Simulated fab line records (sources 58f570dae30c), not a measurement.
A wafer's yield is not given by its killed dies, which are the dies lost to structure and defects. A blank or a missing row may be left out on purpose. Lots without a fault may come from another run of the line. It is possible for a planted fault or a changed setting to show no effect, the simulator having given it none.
fab line records + flow berkeleyCmos170
[record]
- lots = 14
- wafers = 42
- lastDay = 11
route steps=331 shown PFIELD@83
lots with no fault: from the same line, run without faults
startH: hours from the record's opening day to when the first of the lot's shown wafers began + waitH: time in hours since the lot's previous step + " unchanged from the row above + L1.1+2: several wafers, shown together as one row + - value missing, or start not given + * or withheld: withheld + < > ~ a bound
route shown NAME@n: NAME is a module with steps in the file, n the number in the route of the first one + usual: the fault-free wafers' mean and standard deviation + same: alike in all rows + chamber/n: place in a boat + sites: each site's reading + _std_site: their standard deviation + _edge_site: mean of outer sites minus mean of inner sites + radiusMm: how far each site lies from the wafer's centre + mask NAME#n: copy n + behind: the tool/chamber that last shaped the wafer + hold: why the lot went on hold/how many hours it stayed there/how the hold came to an end + device: whichever transistor did not switch (one of n, p or np) + end of line: the same wafers' tests at the end of the route + for a step that has no rows: nothing shown but its recipe + killed: dies lost to structure and defects at the first sort, not the wafer's yield + map: the dies of a wafer, with x for killed, . for not killed, _ for no die there
set.NAME: the setting the step ran with; set.NAME@STEP: the setting that earlier step ran with + model.NAME: the simulator's own value behind a step, which no gauge read
route steps across a sampled set of lots; one table per step, one row per wafer
[[steps]]
[step UCB170_PFIELD_PEB_04]
[recipe]
- pebTempC = 130
- pebTimeS = withheld
- resist = KrF
[usual]
- chillPlateTempC = 23.00/0.11
- exhaustPa = 45.1/0.95
- plateTempC = 129.99/0.14
| lot.wafer | tool          | chamber | startH | waitH | chillPlateTempC | exhaustPa | plateTempC |
|-----------|---------------|---------|--------|-------|-----------------|-----------|------------|
| L772.3    | lithoTrack-01 | 0       | 79.43  | 0.4   | 23.03           | 45.0      | 129.89     |
| L772.4    | "             | 0       | "      | "     | 22.96           | 44.7      | 130.11     |
| L772.6    | "             | 0       | "      | "     | 22.85           | 44.3      | 130.22     |
| L773.2    | lithoTrack-01 | 0       | 87.71  | 0.4   | 22.97           | 44.2      | 129.92     |
| L773.4    | "             | 0       | "      | "     | 22.93           | 45.0      | 129.79     |
| L773.6    | "             | 0       | "      | "     | 22.96           | 45.0      | 130.11     |
| L775.1    | lithoTrack-01 | 0       | 95.96  | 0.7   | 22.89           | 43.9      | 130.12     |
| L775.2    | "             | 0       | "      | "     | 23.08           | 44.0      | 130.00     |
| L775.6    | "             | 0       | "      | "     | 22.88           | 45.1      | 130.03     |
| L774.1    | lithoTrack-03 | 0       | 96.11  | 0.6   | 23.17           | 45.6      | 130.15     |
| L774.3    | "             | 0       | "      | "     | 23.13           | 46.9      | 130.16     |
| L774.5    | "             | 0       | "      | "     | 23.11           | 46.0      | 130.19     |
| L776.2    | lithoTrack-02 | 0       | 101.99 | 1.0   | 22.96           | 46.1      | 129.99     |
| L776.5    | "             | 0       | "      | "     | 22.96           | 44.1      | 129.95     |
| L776.6    | "             | 0       | "      | "     | 23.11           | 45.5      | 130.12     |
| L777.1    | lithoTrack-01 | 0       | 110.53 | 0.1   | 22.88           | 45.5      | 129.96     |
| L777.2    | "             | 0       | "      | "     | 22.81           | 45.7      | 130.20     |
| L777.6    | "             | 0       | "      | "     | 23.02           | 45.0      | 130.10     |
| L778.3    | lithoTrack-02 | 0       | 111.00 | 0.3   | 23.08           | 43.1      | 129.84     |
| L778.4    | "             | 0       | "      | "     | 22.92           | 45.1      | 130.00     |
| L778.6    | "             | 0       | "      | "     | 23.11           | 44.9      | 129.86     |
| L779.2    | lithoTrack-03 | 0       | 111.21 | 0.3   | 23.05           | 45.7      | 130.00     |
| L779.3    | "             | 0       | "      | "     | 23.09           | 44.0      | 129.88     |
| L779.4    | "             | 0       | "      | "     | 22.93           | 45.0      | 129.91     |
| L780.1    | lithoTrack-02 | 0       | 126.50 | 0.4   | 22.78           | 45.4      | 130.04     |
| L780.5    | "             | 0       | "      | "     | 22.75           | 45.7      | 129.85     |
| L780.6    | "             | 0       | "      | "     | 22.94           | 44.3      | 129.79     |
| L781.2    | lithoTrack-03 | 0       | 126.59 | 0.3   | 23.16           | 45.2      | 129.97     |
| L781.3    | "             | 0       | "      | "     | 23.15           | 45.5      | 130.12     |
| L781.4    | "             | 0       | "      | "     | 23.04           | 46.3      | 129.97     |
| L783.1    | lithoTrack-02 | 0       | 131.49 | 0.3   | 23.18           | 46.9      | 130.28     |
| L783.2    | "             | 0       | "      | "     | 23.19           | 46.6      | 130.19     |
| L783.3    | "             | 0       | "      | "     | 23.14           | 47.3      | 130.17     |
| L782.3    | lithoTrack-02 | 0       | 131.81 | 0.4   | 22.88           | 45.6      | 129.95     |
| L782.4    | "             | 0       | "      | "     | 22.80           | 45.3      | 130.14     |
| L782.5    | "             | 0       | "      | "     | 22.96           | 46.6      | 130.00     |
| L793.2    | lithoTrack-01 | -       | 180.43 | 0.1   | -               | -         | -          |
| L793.4    | "             | -       | "      | "     | -               | -         | -          |
| L793.6    | "             | -       | "      | "     | -               | -         | -          |
| L794.1    | lithoTrack-03 | -       | 180.73 | 0.1   | -               | -         | -          |
| L794.3    | "             | -       | "      | "     | -               | -         | -          |
| L794.6    | "             | -       | "      | "     | -               | -         | -          |
[[key]]
[firstSign]
- step = UCB170_PFIELD_PEB_04
- reading = toolRecord
- direction = missing
effect none on later readings
metAt UCB170_PFIELD_PEB_04
struckLots L793,L794
sortLeftOut L793.2,L793.4,L793.6,L794.1,L794.3,L794.6
testerLeftOut L793,L794
onsetBetween 126.59 180.43
[fault]
- kind = skippedStepWhole
- tool = lithoTrack-01,lithoTrack-03
- chamber = -
- onsetH = 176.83
- steps = UCB170_PFIELD_PEB_04
- scope = struckLotsOnly
// testerLeftOut: of these lots the tester's yield and bins aren't shown, on N5 and GAA mostly nor the transistor test; their killed dies are dies lost to structure and defects alone, not to doping, threshold or leakage, so they don't give the yield
// sortLeftOut: the simulated sort isn't trusted on such a fault, so these wafers' sort isn't shown, and their yield isn't known
